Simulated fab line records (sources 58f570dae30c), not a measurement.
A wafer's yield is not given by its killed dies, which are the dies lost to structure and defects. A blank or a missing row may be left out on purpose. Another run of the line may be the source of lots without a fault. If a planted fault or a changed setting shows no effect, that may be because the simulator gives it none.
8D (eight disciplines) problem report, filled in by code    flow berkeley cmos170    the parts of the form that need people (team, actions taken, sign-off) are left out

## 1. THE ISSUE
At UCB170_PWELL_PEB_11, heater power total W averages 58.52 W over 6 wafers from 2 lots, while fault-free wafers read 56.79 W, standard deviation 0.048. Relative to the usual mean, that is a shift of +36 standard deviations.
First observed at day 6 15:25: wafer L914.4, on litho track-04. At this step, 18 wafers from 6 lots have a number in the record. Rule for "out" (also "out of limits"): further than 4 standard deviations from the usual mean. Any other wafer with a number is counted as sound.

## 2. WHAT THIS IS AND IS NOT
question                     is                                  is not
which readings at this step  heater power total W, plate temp C  -
which lots                   L914, L915                          L899, L903, L919, L920
which wafers of those lots   all that have a number              -
read on which tools          litho track-04                      litho track-02, litho track-03
when                         from day 6 15:25                    up to then (6 sound wafers); but 6 sound wafers of L919, L920 came after

## 3. WHAT RULES OUT EACH SUSPECT
Counting: any tool at a process step up to the reading is kept as a suspect provided that every lot that is out went through it and no sound lot did after the first of them.
- litho track-04 at UCB170_PWELL_PEB_11: kept. It ran every lot that is out, first L914 (day 6 15:25), and no sound lot after that; its last sound lot up to then is L899 (day 3 05:28). On those wafers its own readings are out: heater power total W, plate temp C.
The count leaves litho track-04 at UCB170_PWELL_PEB_11.

## 4. THE CAUSE (what the simulator had put in)
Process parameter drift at UCB170_PWELL_PEB_11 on litho track-04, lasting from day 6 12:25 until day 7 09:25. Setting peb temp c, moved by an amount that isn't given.
Only this tool survived the counting.

## 5. THE CHAIN OF EFFECTS, in route order
One row per reading whose mean, taken over the struck wafers that have a number, lies over 3 standard deviations from the usual. Scope: only readings with a usual standard deviation given in the record; hours: median across lots of the time from each lot's start at the first step in this table that gives one to its start at this step; sigmas: change in usual standard deviations.
hours  step                 reading               usual     on struck wafers  change  sigmas
0      UCB170_PWELL_PEB_11  heater power total W  56.79 W   58.52             +1.73   +36
0      UCB170_PWELL_PEB_11  plate temp C          129.99 C  133.09            +3.10   +22
Its process steps:
- UCB170_PWELL_PEB_11
Later measuring or inspecting steps at which every struck wafer that the step has a row for has a number for every such reading, and none has moved that far: UCB170_PWELL_OVL_MEAS_13.

## 6. WHAT WOULD HAVE CAUGHT IT SOONER
In this record the first reading out of limits was taken at day 6 15:25, 3 hours after the fault began at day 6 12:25.
